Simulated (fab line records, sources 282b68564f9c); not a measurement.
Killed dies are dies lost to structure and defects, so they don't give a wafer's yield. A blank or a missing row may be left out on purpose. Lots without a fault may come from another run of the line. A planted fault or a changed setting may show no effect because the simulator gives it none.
One fault seen from 2 desks | flow rit_cmos | each desk has only its own numbers; what lay behind them comes last

THE METROLOGY DESK
What the gauges read, lot by lot, whatever tool the lot ran on: means of the sampled wafers that have a number. A lot is out of limits, marked OUT, if its mean lies more than 4 standard deviations from the usual mean; the brackets give that distance.
Columns: A = REOX_OXIDE_THK at RIT_REOX_THK_MEAS_04, usual 24.9 nm
lot  | first seen here | A
L689 | day 2 15:24     | 25.3
L690 | day 2 21:13     | 24.8
L691 | day 3 03:13     | 24.5
L692 | day 3 07:40     | 24.4
L693 | day 3 11:49     | 25.3
L694 | day 3 16:19     | 23.9
L696 | day 4 04:04     | 24.4
L703 | day 5 20:49     | 27.5 (+5.2) OUT
L704 | day 5 23:22     | 28.5 (+7.3) OUT
L706 | day 6 11:46     | 27.8 (+5.9) OUT
L707 | day 6 21:59     | 24.9
L708 | day 7 01:51     | 24.8
L709 | day 7 03:23     | 24.7
This desk's finding: out of limits on L703, L704, L706; first on L703, day 5 20:49 (REOX_OXIDE_THK at RIT_REOX_THK_MEAS_04). In limits: L689, L690, L691, L692, L693, L694, L696, L707, L708, L709.

THE TOOL OWNER'S DESK: furnace-02
The tool's own readings at RIT_REOX_OXIDATION_03 (target thk 25.2 nm, ox time 5580 s): means of the sampled wafers that have a number, for each lot that ran on this tool. A lot is out of limits, marked OUT, if its mean lies more than 4 standard deviations from the usual mean; the brackets give that distance.
Columns: A = spike_tc_centre_C at RIT_REOX_OXIDATION_03, usual 902.4 C
lot  | first seen here | A
L690 | day 2 18:39     | 901.6
L693 | day 3 09:16     | 901.0
L696 | day 4 01:29     | 901.4
L703 | day 5 18:16     | 900.4
L704 | day 5 20:49     | 901.0
L706 | day 6 09:11     | 902.2
This desk's finding: nothing out of limits on any of the 6 lots.

PUT TOGETHER
The metrology desk could have raised an alarm at day 5 20:49, on L703, L704, L706.
The tool owner's desk saw nothing out of limits.
The tool owner's desk has L703, L704, L706 on record, within its limits.
Of the lots named, all ran RIT_REOX_OXIDATION_03 on furnace-02.

WHAT THE SIMULATOR HAD PUT IN
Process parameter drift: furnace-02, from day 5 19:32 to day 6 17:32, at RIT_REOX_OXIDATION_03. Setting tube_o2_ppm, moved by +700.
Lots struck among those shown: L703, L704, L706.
Hours from the fault's start to each desk's first reading out of limits: the metrology desk, 1.
